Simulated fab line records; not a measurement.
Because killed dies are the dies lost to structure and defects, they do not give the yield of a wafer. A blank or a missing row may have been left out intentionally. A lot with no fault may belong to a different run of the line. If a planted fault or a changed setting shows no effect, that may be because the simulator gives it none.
Check for tools in common / flow rit cmos / Sample size 14 lots and 42 wafers

REASON IT WAS OPENED
2 of 14 lots carry a flag on the reading PLDD_TW at RIT_PLDD_TW_MEAS_10. Fault-free wafers read 2363, with a standard deviation of 11.
Rule: a lot is flagged in two cases, either no wafer of it has a number, or all its wafers with numbers fall more than 4 standard deviations from that mean. The other lots count as sound.

lot=L490; measured=day 3 02:02; on=film metro-03; PLDD_TW, wafer by wafer=2380 2391 2376; flag=
lot=L491; measured=day 3 08:53; on=film metro-03; PLDD_TW, wafer by wafer=2382 2369 2379; flag=
lot=L492; measured=day 3 12:14; on=film metro-03; PLDD_TW, wafer by wafer=2381 2385 2371; flag=
lot=L494; measured=day 4 00:11; on=film metro-04; PLDD_TW, wafer by wafer=2356 2353 2363; flag=
lot=L495; measured=day 4 02:46; on=film metro-04; PLDD_TW, wafer by wafer=2367 2364 2365; flag=
lot=L496; measured=day 4 07:04; on=film metro-02; PLDD_TW, wafer by wafer=2340 2352 2361; flag=
lot=L498; measured=day 4 16:58; on=film metro-02; PLDD_TW, wafer by wafer=2339 2350 2355; flag=
lot=L503; measured=day 5 15:43; on=film metro-02; PLDD_TW, wafer by wafer=2366 2367 2357; flag=
lot=L505; measured=day 6 03:52; on=film metro-02; PLDD_TW, wafer by wafer=2410 2422 2412; flag=FLAGGED
lot=L506; measured=day 6 08:05; on=film metro-02; PLDD_TW, wafer by wafer=2420 2417 2415; flag=FLAGGED
lot=L507; measured=day 6 10:38; on=film metro-02; PLDD_TW, wafer by wafer=2368 2356 2378; flag=
lot=L510; measured=day 7 05:24; on=film metro-04; PLDD_TW, wafer by wafer=2371 2356 2367; flag=
lot=L512; measured=day 7 14:37; on=film metro-03; PLDD_TW, wafer by wafer=2349 2361 2357; flag=
lot=L513; measured=day 7 19:50; on=film metro-02; PLDD_TW, wafer by wafer=2362 2361 2355; flag=
The numbers of the flagged lots are 2416 on average: +53 against the usual, or +5 standard deviations.

LOT BY LOT: THE TOOL USED
The record keeps 1 process step preceding the reading, out of 202 steps on the route. Cell contents, in order: the tool; ch with the chambers the sampled wafers went through; the start.
lot=L490; flag=; RIT_PLDD_IMPLANT_08=implanter-01 ch 0, day 3 01:45
lot=L491; flag=; RIT_PLDD_IMPLANT_08=implanter-03 ch 0, day 3 08:34
lot=L492; flag=; RIT_PLDD_IMPLANT_08=implanter-03 ch 0, day 3 11:55
lot=L494; flag=; RIT_PLDD_IMPLANT_08=implanter-03 ch 0, day 3 23:52
lot=L495; flag=; RIT_PLDD_IMPLANT_08=implanter-01 ch 0, day 4 02:28
lot=L496; flag=; RIT_PLDD_IMPLANT_08=implanter-03 ch 0, day 4 06:46
lot=L498; flag=; RIT_PLDD_IMPLANT_08=implanter-01 ch 0, day 4 16:39
lot=L503; flag=; RIT_PLDD_IMPLANT_08=implanter-04 ch 0, day 5 15:24
lot=L505; flag=FLAGGED; RIT_PLDD_IMPLANT_08=implanter-03 ch 0, day 6 03:33
lot=L506; flag=FLAGGED; RIT_PLDD_IMPLANT_08=implanter-03 ch 0, day 6 07:46
lot=L507; flag=; RIT_PLDD_IMPLANT_08=implanter-01 ch 0, day 6 10:18
lot=L510; flag=; RIT_PLDD_IMPLANT_08=implanter-01 ch 0, day 7 05:05
lot=L512; flag=; RIT_PLDD_IMPLANT_08=implanter-01 ch 0, day 7 14:17
lot=L513; flag=; RIT_PLDD_IMPLANT_08=implanter-01 ch 0, day 7 19:30
What the steps here do:
- RIT_PLDD_IMPLANT_08
- RIT_PLDD_TW_MEAS_10

FLAGGED OVER TOTAL, TOOL BY TOOL (the gauges that took the reading come last)
step=RIT_PLDD_IMPLANT_08; tool=implanter-01; lots run=7; flagged=0; share of the flagged lots=none; sound lots run after its first flagged lot=-
step=RIT_PLDD_IMPLANT_08; tool=implanter-03; lots run=6; flagged=2; share of the flagged lots=all; sound lots run after its first flagged lot=0
step=RIT_PLDD_IMPLANT_08; tool=implanter-04; lots run=1; flagged=0; share of the flagged lots=none; sound lots run after its first flagged lot=-
step=RIT_PLDD_TW_MEAS_10; tool=film metro-02; lots run=7; flagged=2; share of the flagged lots=all; sound lots run after its first flagged lot=2 (L507,L513)
step=RIT_PLDD_TW_MEAS_10; tool=film metro-03; lots run=4; flagged=0; share of the flagged lots=none; sound lots run after its first flagged lot=-
step=RIT_PLDD_TW_MEAS_10; tool=film metro-04; lots run=3; flagged=0; share of the flagged lots=none; sound lots run after its first flagged lot=-

WHAT IS ALLOWED BY THE TABLE
2 rows of the table ran every flagged lot: implanter-03 at RIT_PLDD_IMPLANT_08, film metro-02 at RIT_PLDD_TW_MEAS_10.
- implanter-03 at RIT_PLDD_IMPLANT_08: 2 of its 6 lots flagged. A fault beginning between L496 (day 4 06:46), its last sound lot, and L505 (day 6 03:33), its first flagged one, fits the data. Its own readings (dose ions cm2) fall more than 4 standard deviations out on all wafers of the flagged lots.
- film metro-02 at RIT_PLDD_TW_MEAS_10: 2 of its 7 lots flagged. After the first flagged lot (L507, L513), sound lots still ran on it; a lasting fault on the whole tool would not permit that.
implanter-03 at RIT_PLDD_IMPLANT_08 is the single tool remaining.

WHAT WAS PUT IN BY THE SIMULATOR
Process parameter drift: implanter-03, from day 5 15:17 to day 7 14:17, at RIT_PLDD_IMPLANT_08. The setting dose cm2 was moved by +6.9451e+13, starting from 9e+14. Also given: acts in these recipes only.
Lots struck among those shown: L505, L506. The same result came from the rule above.
